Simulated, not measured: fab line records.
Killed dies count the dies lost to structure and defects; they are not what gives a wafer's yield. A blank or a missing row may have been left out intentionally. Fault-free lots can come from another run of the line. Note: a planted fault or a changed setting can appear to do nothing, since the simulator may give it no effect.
fab line records + flow rit_cmos
record:
- lots: 11
- wafers: 33
- last_day: 7
route steps=202 shown M1@196
lots untouched by any fault: they come from a run of this same line in which no faults occurred
start_h: hours from the record's first day to the start of the lot's first wafer shown + wait_h: how many hours have passed since the lot's step before this one + " identical to the entry in the row above + L1.1+2: one row covering several wafers at once + - value missing, or start not given + * or withheld: withheld + < > ~ a bound
route shown NAME@n: a module of which the file shows steps, and the number in the route of the first + usual: mean/standard deviation of fault-free wafers + same: alike in all rows + chamber/n: place in a boat + sites: the reading at each site + _std_site: how widely they spread, as a standard deviation + _edge_site: the outer-site mean with the inner-site mean subtracted + radius_mm: for every site, how far away it sits from the centre of the wafer + mask NAME#n: copy n + behind: the last tool/chamber to shape the wafer + hold: the reason the lot was held/the length of the hold in hours/how it ended + device: names the non-switching transistor (n, p or np) + end of line: tests of these same wafers at the route's end + a step with no rows: only its recipe + killed: not the wafer's yield, but the dies lost to structure and defects at the first sort + map: per-die view of a wafer (x killed, . not killed, _ where there is no die)
set.NAME: the setting the step ran with; set.NAME@STEP: the setting that earlier step ran with + model.NAME: the simulator's own value behind a step, which no gauge read
the route's steps for a sample of lots (tables are steps, rows are wafers)
services: from which hour (start_h, from the record's first day; less than 0 if before it) a tool's chamber was out of use, for how many hours, and why
== steps ==
step: RIT_M1_METAL_ETCH_12
recipe:
- stop_on: SiO2
- chemistry: Cl2/BCl3
- target: Al
- time_s: 165
- over_etch_frac: 0.5
- pressure_mtorr: 100
- target_depth_a: 6000
- rf_w: 250
- Cl2_flow_sccm: 60
- bcl3_flow_sccm: 50
usual:
- drypump_motor_current_A: 5.91/0.3
- oes_product_au: 0.778/0.0078
- rf_fwd_power_W: 248.9/0.9
- throttle_valve_pct: 8.29/0.098
same:
- time_s: 165
| lot.wafer | tool         | chamber | start_h | wait_h | drypump_motor_current_A | oes_product_au | rf_fwd_power_W | rf_hours_counter_h | throttle_valve_pct |
|-----------|--------------|---------|---------|--------|-------------------------|----------------|----------------|--------------------|--------------------|
| L295.2    | rie_metal-04 | 1       | 56.68   | 0.2    | 5.54                    | 0.777          | 250.0          | 2                  | 8.28               |
| L295.4    | "            | 0       | "       | "      | 5.76                    | 0.775          | 248.2          | -                  | 8.39               |
| L295.5    | "            | 0       | "       | "      | 5.75                    | 0.791          | 249.3          | -                  | 8.41               |
| L302.1    | rie_metal-03 | 0       | 95.97   | 0.2    | 6.07                    | 0.740          | 149.4          | 36                 | 8.33               |
| L302.3    | "            | 0       | "       | "      | 6.10                    | 0.739          | 150.3          | -                  | 8.32               |
| L302.6    | "            | 0       | "       | "      | 6.09                    | 0.738          | 149.8          | -                  | 8.33               |
| L306.1    | rie_metal-03 | 0       | 116.69  | 0.2    | 6.14                    | 0.733          | 149.2          | 36                 | 8.33               |
| L306.3    | "            | 0       | "       | "      | 6.11                    | 0.739          | 148.3          | -                  | 8.31               |
| L306.5    | "            | 0       | "       | "      | 6.11                    | 0.739          | 149.3          | -                  | 8.31               |
| L308.1    | rie_metal-01 | 1       | 124.16  | 0.2    | 5.74                    | 0.783          | 248.7          | 5                  | 8.33               |
| L308.2    | "            | 0       | "       | "      | 6.30                    | 0.781          | 249.1          | 5                  | 8.08               |
| L308.6    | "            | 0       | "       | "      | 6.33                    | 0.785          | 250.1          | -                  | 8.10               |
| L310.1    | rie_metal-04 | 1       | 130.94  | 0.2    | 5.50                    | 0.775          | 250.5          | 3                  | 8.31               |
| L310.2    | "            | 1       | "       | "      | 5.52                    | 0.783          | 250.7          | -                  | 8.32               |
| L310.5    | "            | 1       | "       | "      | 5.50                    | 0.772          | 249.8          | -                  | 8.30               |
| L311.1    | rie_metal-01 | 0       | 136.83  | 0.2    | 6.37                    | 0.785          | 249.5          | 5                  | 8.10               |
| L311.3    | "            | 0       | "       | "      | 6.33                    | 0.783          | 249.6          | -                  | 8.10               |
| L311.4    | "            | 1       | "       | "      | 5.73                    | 0.776          | 248.9          | -                  | 8.33               |
| L312.2    | rie_metal-04 | 1       | 142.95  | 0.2    | 5.50                    | 0.772          | 250.1          | 3                  | 8.29               |
| L312.4    | "            | 0       | "       | "      | 5.76                    | 0.773          | 248.0          | -                  | 8.41               |
| L312.5    | "            | 1       | "       | "      | 5.49                    | 0.773          | 248.2          | -                  | 8.30               |
| L313.1    | rie_metal-01 | 0       | 149.63  | 0.2    | 6.32                    | 0.786          | 249.2          | 5                  | 8.08               |
| L313.2    | "            | 1       | "       | "      | 5.75                    | 0.779          | 248.7          | 5                  | 8.32               |
| L313.4    | "            | 0       | "       | "      | 6.34                    | 0.786          | 248.6          | -                  | 8.09               |
| L314.2    | rie_metal-04 | 1       | 154.33  | 0.2    | 5.51                    | 0.781          | 247.9          | 3                  | 8.31               |
| L314.3    | "            | 0       | "       | "      | 5.76                    | 0.772          | 247.4          | -                  | 8.41               |
| L314.4    | "            | 1       | "       | "      | 5.49                    | 0.769          | 248.9          | -                  | 8.30               |
| L316.2    | rie_metal-01 | 0       | 167.52  | 0.2    | 6.34                    | 0.787          | 249.2          | 5                  | 8.08               |
| L316.5    | "            | 0       | "       | "      | 6.34                    | 0.774          | 249.9          | -                  | 8.09               |
| L316.6    | "            | 1       | "       | "      | 5.74                    | 0.777          | 247.1          | -                  | 8.33               |
| L317.1    | rie_metal-04 | 1       | 167.77  | 0.2    | 5.50                    | 0.773          | 248.3          | 4                  | 8.31               |
| L317.2    | "            | 0       | "       | "      | 5.75                    | 0.778          | 248.9          | 4                  | 8.39               |
| L317.6    | "            | 1       | "       | "      | 5.55                    | 0.769          | 247.7          | -                  | 8.30               |
step: RIT_M1_CD_MEAS_90
recipe:
- target_cd_nm: 2600
usual:
- cd_nm: 2601.5/2.6
| lot.wafer | tool      | chamber | start_h | wait_h | cd_nm  |
|-----------|-----------|---------|---------|--------|--------|
| L295.2    | cd_sem-02 | -       | 57.22   | 0.1    | 2598.8 |
| L295.4    | "         | -       | "       | "      | 2599.3 |
| L295.5    | "         | -       | "       | "      | 2599.5 |
| L302.1    | cd_sem-01 | -       | 96.50   | 0.1    | 2619.1 |
| L302.3    | "         | -       | "       | "      | 2616.7 |
| L302.6    | "         | -       | "       | "      | 2618.3 |
| L306.1    | cd_sem-02 | -       | 117.20  | 0.1    | 2619.4 |
| L306.3    | "         | -       | "       | "      | 2616.7 |
| L306.5    | "         | -       | "       | "      | 2616.9 |
| L308.1    | cd_sem-02 | -       | 124.67  | 0.1    | 2596.4 |
| L308.2    | "         | -       | "       | "      | 2599.4 |
| L308.6    | "         | -       | "       | "      | 2598.8 |
| L310.1    | cd_sem-02 | -       | 131.61  | 0.1    | 2602.3 |
| L310.2    | "         | -       | "       | "      | 2605.6 |
| L310.5    | "         | -       | "       | "      | 2604.8 |
| L311.1    | cd_sem-02 | -       | 137.34  | 0.1    | 2605.7 |
| L311.3    | "         | -       | "       | "      | 2604.9 |
| L311.4    | "         | -       | "       | "      | 2603.3 |
| L312.2    | cd_sem-02 | -       | 143.48  | 0.1    | 2601.2 |
| L312.4    | "         | -       | "       | "      | 2603.8 |
| L312.5    | "         | -       | "       | "      | 2602.2 |
| L313.1    | cd_sem-02 | -       | 150.14  | 0.1    | 2605.3 |
| L313.2    | "         | -       | "       | "      | 2603.2 |
| L313.4    | "         | -       | "       | "      | 2606.4 |
| L314.2    | cd_sem-01 | -       | 154.87  | 0.1    | 2605.1 |
| L314.3    | "         | -       | "       | "      | 2606.2 |
| L314.4    | "         | -       | "       | "      | 2602.6 |
| L316.2    | cd_sem-02 | -       | 168.05  | 0.1    | 2601.5 |
| L316.5    | "         | -       | "       | "      | 2602.6 |
| L316.6    | "         | -       | "       | "      | 2599.9 |
| L317.1    | cd_sem-02 | -       | 168.30  | 0.1    | 2603.5 |
| L317.2    | "         | -       | "       | "      | 2604.0 |
| L317.6    | "         | -       | "       | "      | 2601.7 |
step: RIT_M1_PROBE_99
usual:
- defect_limited_yield: 97.4/1.2
- killed_at_M0_to_M3: 0/0
- killed_at_front_end: 7/3.1
- killed_dies: 7/3.1
- killed_on_rim: 1.8/1.4
- killed_open: 3.5/2
- killed_short: 3.3/2
- sort_bin_3_pad_short: 0.1/0.19
- sort_bin_5_function: 1.5/0.87
- sort_bin_6_memory: 0.9/0.59
- sort_n_pass: 257/3.1
- sort_yield_pct: 97.4/1.2
same:
- gross_dies: 264
- killed_at_M4_up: 0
- killed_at_back_side: 0
- killed_at_contacts: 0
- killed_at_other: 0
| lot.wafer | tool      | chamber | start_h | wait_h | defect_limited_yield[%] | killed_at_M0_to_M3 | killed_at_front_end | killed_dies | killed_on_rim | killed_open | killed_short | sort_bin_3_pad_short[%] | sort_bin_5_function[%] | sort_bin_6_memory[%] | sort_n_pass | sort_yield_pct[%] |
|-----------|-----------|---------|---------|--------|-------------------------|--------------------|---------------------|-------------|---------------|-------------|--------------|-------------------------|------------------------|----------------------|-------------|-------------------|
| L295.2    | prober-02 | -       | 60.72   | 0.1    | 94.7                    | 0                  | 14                  | 14          | 6             | 9           | 5            | 0                       | 2.7                    | 2.7                  | 250         | 94.7              |
| L295.4    | prober-02 | -       | 60.82   | 0.2    | 98.1                    | 0                  | 5                   | 5           | 1             | 2           | 3            | 0                       | 0.8                    | 1.1                  | 259         | 98.1              |
| L295.5    | prober-02 | -       | 60.87   | 0.2    | 97.7                    | 0                  | 6                   | 6           | 3             | 4           | 2            | 0                       | 1.1                    | 1.1                  | 258         | 97.7              |
| L302.1    | prober-01 | -       | 98.67   | 0.1    | 0                       | 256                | 8                   | 264         | 70            | 2           | 6            | 0.4                     | 98.5                   | 1.1                  | 0           | 0                 |
| L302.3    | prober-01 | -       | 98.77   | 0.2    | 0                       | 260                | 4                   | 264         | 70            | 2           | 2            | 0                       | 99.2                   | 0.8                  | 0           | 0                 |
| L302.6    | prober-01 | -       | 98.92   | 0.2    | 0                       | 254                | 10                  | 264         | 70            | 4           | 6            | 0.8                     | 97.7                   | 1.5                  | 0           | 0                 |
| L306.1    | prober-01 | -       | 118.94  | 0.1    | 0                       | 259                | 5                   | 264         | 70            | 1           | 4            | 0                       | 99.6                   | 0.4                  | 0           | 0                 |
| L306.3    | prober-01 | -       | 119.04  | 0.2    | 0                       | 254                | 10                  | 264         | 70            | 3           | 7            | 0                       | 98.5                   | 1.5                  | 0           | 0                 |
| L306.5    | prober-01 | -       | 119.14  | 0.2    | 0                       | 260                | 4                   | 264         | 70            | 2           | 2            | 0                       | 99.2                   | 0.8                  | 0           | 0                 |
| L308.1    | prober-01 | -       | 126.41  | 0.1    | 96.6                    | 0                  | 9                   | 9           | 2             | 4           | 5            | 0.8                     | 1.9                    | 0.8                  | 255         | 96.6              |
| L308.2    | prober-01 | -       | 126.46  | 0.1    | 96.2                    | 0                  | 10                  | 10          | 2             | 5           | 5            | 0                       | 2.3                    | 1.5                  | 254         | 96.2              |
| L308.6    | prober-01 | -       | 126.66  | 0.2    | 96.2                    | 0                  | 10                  | 10          | 7             | 4           | 6            | 0.4                     | 3.0                    | 0.4                  | 254         | 96.2              |
| L310.1    | prober-01 | -       | 133.35  | 0.1    | 97.3                    | 0                  | 7                   | 7           | 2             | 5           | 2            | 0                       | 1.5                    | 1.1                  | 257         | 97.3              |
| L310.2    | prober-01 | -       | 133.40  | 0.1    | 97.3                    | 0                  | 7                   | 7           | 2             | 6           | 1            | 0                       | 2.3                    | 0.4                  | 257         | 97.3              |
| L310.5    | prober-01 | -       | 133.55  | 0.2    | 97.7                    | 0                  | 6                   | 6           | 3             | 3           | 3            | 0.4                     | 1.1                    | 0.8                  | 258         | 97.7              |
| L311.1    | prober-02 | -       | 139.08  | 0.1    | 97.3                    | 0                  | 7                   | 7           | 0             | 5           | 2            | 0.4                     | 1.1                    | 1.1                  | 257         | 97.3              |
| L311.3    | prober-02 | -       | 139.18  | 0.2    | 97.3                    | 0                  | 7                   | 7           | 2             | 4           | 3            | 0                       | 1.5                    | 1.1                  | 257         | 97.3              |
| L311.4    | prober-02 | -       | 139.23  | 0.2    | 95.1                    | 0                  | 13                  | 13          | 3             | 4           | 9            | 0.4                     | 3.8                    | 0.8                  | 251         | 95.1              |
| L312.2    | prober-01 | -       | 146.04  | 0.1    | 96.2                    | 0                  | 10                  | 10          | 2             | 7           | 3            | 0.4                     | 2.7                    | 0.8                  | 254         | 96.2              |
| L312.4    | prober-01 | -       | 146.14  | 0.2    | 98.9                    | 0                  | 3                   | 3           | 1             | 2           | 1            | 0                       | 0.4                    | 0.8                  | 261         | 98.9              |
| L312.5    | prober-01 | -       | 146.19  | 0.2    | 97.3                    | 0                  | 7                   | 7           | 0             | 3           | 4            | 0                       | 2.3                    | 0.4                  | 257         | 97.3              |
| L313.1    | prober-02 | -       | 152.57  | 0.1    | 97.3                    | 0                  | 7                   | 7           | 2             | 2           | 5            | 0.4                     | 1.5                    | 0.8                  | 257         | 97.3              |
| L313.2    | prober-02 | -       | 152.62  | 0.1    | 97.0                    | 0                  | 8                   | 8           | 2             | 1           | 7            | 0.4                     | 1.1                    | 1.5                  | 256         | 97.0              |
| L313.4    | prober-02 | -       | 152.72  | 0.2    | 98.9                    | 0                  | 3                   | 3           | 1             | 1           | 2            | 0                       | 0.8                    | 0.4                  | 261         | 98.9              |
| L314.2    | prober-01 | -       | 156.64  | 0.1    | 98.1                    | 0                  | 5                   | 5           | 0             | 2           | 3            | 0                       | 1.1                    | 0.8                  | 259         | 98.1              |
| L314.3    | prober-01 | -       | 156.69  | 0.2    | 98.1                    | 0                  | 5                   | 5           | 3             | 1           | 4            | 0                       | 1.1                    | 0.8                  | 259         | 98.1              |
| L314.4    | prober-01 | -       | 156.74  | 0.2    | 97.3                    | 0                  | 7                   | 7           | 2             | 3           | 4            | 0                       | 1.5                    | 1.1                  | 257         | 97.3              |
| L316.2    | prober-01 | -       | 169.82  | 0.1    | 98.1                    | 0                  | 5                   | 5           | 2             | 1           | 4            | 0                       | 0.8                    | 1.1                  | 259         | 98.1              |
| L316.5    | prober-01 | -       | 169.97  | 0.2    | 98.9                    | 0                  | 3                   | 3           | 0             | 1           | 2            | 0.4                     | 0.8                    | 0                    | 261         | 98.9              |
| L316.6    | prober-01 | -       | 170.02  | 0.2    | 99.6                    | 0                  | 1                   | 1           | 0             | 0           | 1            | 0.4                     | 0                      | 0                    | 263         | 99.6              |
| L317.1    | prober-02 | -       | 170.96  | 0.1    | 97.3                    | 0                  | 7                   | 7           | 1             | 4           | 3            | 0                       | 1.5                    | 1.1                  | 257         | 97.3              |
| L317.2    | prober-02 | -       | 171.01  | 0.1    | 97.7                    | 0                  | 6                   | 6           | 2             | 5           | 1            | 0                       | 1.5                    | 0.8                  | 258         | 97.7              |
| L317.6    | prober-02 | -       | 171.21  | 0.2    | 97.0                    | 0                  | 8                   | 8           | 2             | 5           | 3            | 0                       | 0.8                    | 2.3                  | 256         | 97.0              |
killed by level:class
L295.2 FOX1:geometric_particle:short=3 FOX1:geometric_particle:open=2 GATE:geometric_particle:open=2 SILICIDE:geometric_particle:open=2 FOX2:geometric_particle:open=1 REOX:geometric_particle:open=1 REOX:geometric_particle:short=1 SPACER:geometric_particle:open=1
L295.4 FOX1:geometric_particle:open=1 GATE:geometric_particle:short=1 REOX:geometric_particle:short=1 SPACER:geometric_particle:open=1 SILICIDE:geometric_particle:short=1
L295.5 FOX2:geometric_particle:open=2 FOX1:geometric_particle:open=1 GATE:geometric_particle:short=1 REOX:geometric_particle:open=1 REOX:geometric_particle:short=1
L302.1 M1:area_etch=256 GATE:geometric_particle:short=2 REOX:geometric_particle:short=2 SILICIDE:geometric_particle:short=2 FOX1:geometric_particle:open=1 SPACER:geometric_particle:open=1
L302.3 M1:area_etch=260 REOX:geometric_particle:short=2 FOX2:geometric_particle:open=1 SPACER:geometric_particle:open=1
L302.6 M1:area_etch=254 SILICIDE:geometric_particle:short=3 SILICIDE:geometric_particle:open=2 FOX1:geometric_particle:short=1 FOX2:geometric_particle:short=1 GATE:geometric_particle:open=1 SPACER:geometric_particle:short=1 SPACER:geometric_particle:open=1
L306.1 M1:area_etch=259 REOX:geometric_particle:short=2 GATE:geometric_particle:short=1 SPACER:geometric_particle:short=1 SILICIDE:geometric_particle:open=1
L306.3 M1:area_etch=254 GATE:geometric_particle:short=4 GATE:geometric_particle:open=2 REOX:geometric_particle:short=2 FOX1:geometric_particle:open=1 SILICIDE:geometric_particle:short=1
L306.5 M1:area_etch=260 FOX1:geometric_particle:short=1 FOX2:geometric_particle:open=1 GATE:geometric_particle:short=1 GATE:geometric_particle:open=1
L308.1 GATE:geometric_particle:open=3 FOX1:geometric_particle:short=1 FOX2:geometric_particle:short=1 REOX:geometric_particle:short=1 REOX:geometric_particle:open=1 SPACER:geometric_particle:short=1 SILICIDE:geometric_particle:short=1
L308.2 FOX1:geometric_particle:open=2 SPACER:geometric_particle:open=2 SPACER:geometric_particle:short=1 FOX1:geometric_particle:short=1 FOX2:geometric_particle:short=1 GATE:geometric_particle:short=1 REOX:geometric_particle:open=1 REOX:geometric_particle:short=1
L308.6 GATE:geometric_particle:short=4 REOX:geometric_particle:open=2 FOX1:geometric_particle:open=1 FOX1:geometric_particle:short=1 FOX2:geometric_particle:short=1 SILICIDE:geometric_particle:open=1
L310.1 ACTIVE:geometric_particle:open=1 FOX1:geometric_particle:open=1 FOX2:geometric_particle:open=1 GATE:geometric_particle:short=1 REOX:geometric_particle:short=1 REOX:geometric_particle:open=1 SPACER:geometric_particle:open=1
L310.2 GATE:geometric_particle:open=3 SILICIDE:geometric_particle:open=2 FOX1:geometric_particle:open=1 SPACER:geometric_particle:short=1
L310.5 FOX2:geometric_particle:short=2 FOX2:geometric_particle:open=1 GATE:geometric_particle:open=1 GATE:geometric_particle:short=1 REOX:geometric_particle:open=1
L311.1 FOX1:geometric_particle:open=2 SPACER:geometric_particle:open=2 FOX1:geometric_particle:short=1 GATE:geometric_particle:open=1 GATE:geometric_particle:short=1
L311.3 FOX1:geometric_particle:short=1 FOX1:geometric_particle:open=1 GATE:geometric_particle:open=1 GATE:geometric_particle:short=1 REOX:geometric_particle:open=1 SPACER:geometric_particle:short=1 SPACER:geometric_particle:open=1
L311.4 GATE:geometric_particle:short=5 GATE:geometric_particle:open=3 FOX1:geometric_particle:short=2 FOX1:geometric_particle:open=1 REOX:geometric_particle:short=1 SILICIDE:geometric_particle:short=1
L312.2 GATE:geometric_particle:open=4 GATE:geometric_particle:short=2 FOX2:geometric_particle:open=1 REOX:geometric_particle:open=1 SPACER:geometric_particle:open=1 SILICIDE:geometric_particle:short=1
L312.4 GATE:geometric_particle:open=2 GATE:geometric_particle:short=1
L312.5 FOX1:geometric_particle:short=2 GATE:geometric_particle:open=2 GATE:geometric_particle:short=2 REOX:geometric_particle:open=1
L313.1 REOX:geometric_particle:short=4 SPACER:geometric_particle:open=2 SPACER:geometric_particle:short=1
L313.2 SPACER:geometric_particle:short=4 FOX1:geometric_particle:short=1 GATE:geometric_particle:short=1 REOX:geometric_particle:open=1 REOX:geometric_particle:short=1
L313.4 GATE:geometric_particle:short=2 REOX:geometric_particle:open=1
L314.2 GATE:geometric_particle:open=2 ACTIVE:geometric_particle:short=1 REOX:geometric_particle:short=1 SPACER:geometric_particle:short=1
L314.3 GATE:geometric_particle:short=2 REOX:geometric_particle:short=1 SILICIDE:geometric_particle:short=1 SILICIDE:geometric_particle:open=1
L314.4 GATE:geometric_particle:open=3 SILICIDE:geometric_particle:short=2 FOX2:geometric_particle:short=1 REOX:geometric_particle:short=1
L316.2 GATE:geometric_particle:short=3 GATE:geometric_particle:open=1 SPACER:geometric_particle:short=1
L316.5 GATE:geometric_particle:short=1 SPACER:geometric_particle:short=1 SPACER:geometric_particle:open=1
L316.6 FOX1:geometric_particle:short=1
L317.1 GATE:geometric_particle:open=3 FOX1:geometric_particle:short=2 FOX1:geometric_particle:open=1 SILICIDE:geometric_particle:short=1
L317.2 GATE:geometric_particle:open=2 FOX2:geometric_particle:open=1 GATE:geometric_particle:short=1 REOX:geometric_particle:open=1 SILICIDE:geometric_particle:open=1
L317.6 REOX:geometric_particle:open=2 SILICIDE:geometric_particle:open=2 FOX2:geometric_particle:short=1 REOX:geometric_particle:short=1 SPACER:geometric_particle:short=1 SPACER:geometric_particle:open=1
== services ==
| tool         | chamber | start_h | hours | kind       |
|--------------|---------|---------|-------|------------|
| rie_metal-04 | -       | 35.21   | 2.5   | repair     |
| rie_metal-03 | -       | 71.20   | 0.5   | repair     |
| rie_metal-03 | -       | 88.74   | 0.2   | repair     |
| rie_metal-03 | -       | 101.69  | 14.6  | pm         |
| rie_metal-03 | -       | 117.65  | 2.8   | pm         |
| rie_metal-04 | 0       | 130.00  | 3.6   | repair     |
| rie_metal-03 | -       | 136.12  | 20.0  | pm         |
| rie_metal-03 | 0       | 136.12  | 20.0  | vent_cycle |
| rie_metal-03 | 1       | 136.12  | 20.0  | vent_cycle |
| rie_metal-04 | -       | 152.89  | 1.4   | pm         |
| rie_metal-03 | 0       | 156.12  | -     | clean      |
| rie_metal-03 | 1       | 156.12  | -     | clean      |
== key ==
first_sign:
- step: RIT_M1_METAL_ETCH_12
- reading: rf_fwd_power_W
- direction: down
- sigmas: 99+
- usual: 248.9
- struck: 149.4
effect:
- step: RIT_M1_METAL_ETCH_12
- reading: oes_product_au
- direction: down
- sigmas: 5.1
- usual: 0.778
- struck: 0.738
effect:
- step: RIT_M1_CD_MEAS_90
- reading: cd_nm
- direction: up
- sigmas: 6.3
- usual: 2601.5
- struck: 2617.9
- through: control_loop
effect:
- step: RIT_M1_PROBE_99
- reading: killed_at_M0_to_M3
- direction: up
- sigmas: 99+
- usual: 0
- struck: 257.2
- through: control_loop
more_kills_born_at:
- RIT_M1_METAL_ETCH_12@rie_metal-03: 1543
met_at RIT_M1_METAL_ETCH_12
struck_lots L302,L306
struck_wafers L302.1,L302.3,L302.6,L306.1,L306.3,L306.5
later_rows_left_out L302.1,L302.3,L302.6,L306.1,L306.3,L306.5
loop_trim:
- step: RIT_M1_EXPOSE_06
- setting: dose
- lots: L302,L306
fault:
- kind: process_parameter_drift
- tool: rie_metal-03
- chamber: 0
- onset_h: 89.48
- steps: RIT_M1_METAL_ETCH_12
- channel: rf_w
- offset: -100
- shape: step
- end_h: 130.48
- stated: 250
later_rows_left_out: the simulator's readings of these wafers behind a module that went badly wrong aren't trusted and aren't shown, but for the sort
loop_trim: a control loop set the setting to another value than it would have without faults
